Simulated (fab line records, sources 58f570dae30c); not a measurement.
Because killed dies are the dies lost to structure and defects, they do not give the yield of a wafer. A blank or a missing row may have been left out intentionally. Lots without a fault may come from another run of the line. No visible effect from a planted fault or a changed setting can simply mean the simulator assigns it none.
Problem report in the 8D (eight disciplines) form, filled by code / flow berkeley-cmos170 / the parts of the form that need people (team, actions taken, sign-off) are left out

1. THE PROBLEM
At UCB170_M1_METAL_ETCH_12, rf-fwd-power-W averages 668.1 W over 3 wafers from 2 lots, while fault-free wafers read 597.1 W, standard deviation 2. That puts it +36 standard deviations away from the usual mean.
The step: etches Al in Cl2/BCl3, stops on PSG, target depth 780 nm, time 130 s.
First seen on wafer L767.6, day 10 04:22, on rie-metal-01. The record holds 42 wafers of 14 lots with a number at this step. By rule, "out" or "out of limits" means more than 4 standard deviations away from the usual mean. The rest of the wafers with a number are treated as sound.

2. WHAT IT IS, WHAT IT ISN'T
question=which readings at this step | is=rf-fwd-power-W | is not=drypump-motor-current-A, oes-product-au, throttle-valve-pct
question=which lots | is=L767, L768 | is not=L751, L752, L753, L754, L755, L756, L757, L761, L764, L771, L772, L773
question=which wafers of those lots | is=L767.6, L768.2, L768.4 | is not=L767.4, L767.5, L768.5
question=read on which tools | is=rie-metal-01 | is not=rie-metal-02, rie-metal-04
question=when | is=from day 10 04:22 | is not=up to then (29 sound wafers); but 10 sound wafers of L768, L771, L772, L773 came after

3. SUSPECTS, AND WHAT RULES EACH OUT
Counting: a tool at a process step up to the reading stays a suspect if it ran every lot that is out. Sound lots after the first of them don't rule it out here, since some wafers of a struck lot are sound.
- rie-metal-01 at UCB170_M1_METAL_ETCH_12 (etches Al in Cl2/BCl3, stops on PSG, target depth 780 nm, time 130 s): kept. Ran every lot that is out, first one L767 (day 10 04:22); last sound lot up to then L764 (day 9 19:05). Its own rf-fwd-power-W readings are out on those wafers.
- The sound lot-mates ran in chamber 0 of rie-metal-01 at UCB170_M1_METAL_ETCH_12, but the wafers that are out ran in chamber 1.
After counting, what remains is rie-metal-01 at UCB170_M1_METAL_ETCH_12.

4. THE CAUSE (what the simulator had put in)
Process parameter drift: rie-metal-01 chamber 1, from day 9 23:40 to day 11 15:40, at UCB170_M1_METAL_ETCH_12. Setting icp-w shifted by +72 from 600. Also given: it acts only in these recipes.
Counting left only this tool.

5. THE CHAIN OF EFFECTS, in route order
Rows list readings where the struck wafers' mean (over those with a number) sits beyond 3 standard deviations from the usual. Only readings for which the record gives a usual standard deviation are gone through. hours: the time from each lot's start at the first step in this table that gives one to its start at this step, as a median over the lots. sigmas: the change in usual standard deviations.
hours=0; step=UCB170_M1_METAL_ETCH_12; reading=rf-fwd-power-W; usual=597.1 W; on struck wafers=668.1; change=+71.0; sigmas=+36
Here are the process steps it includes:
- UCB170_M1_METAL_ETCH_12: etches Al in Cl2/BCl3, stops on PSG, target depth 780 nm, time 130 s.

6. HOW IT WOULD HAVE BEEN CAUGHT EARLIER
In this record the first reading out of limits was taken at day 10 04:22, 5 hours after the fault began at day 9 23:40.
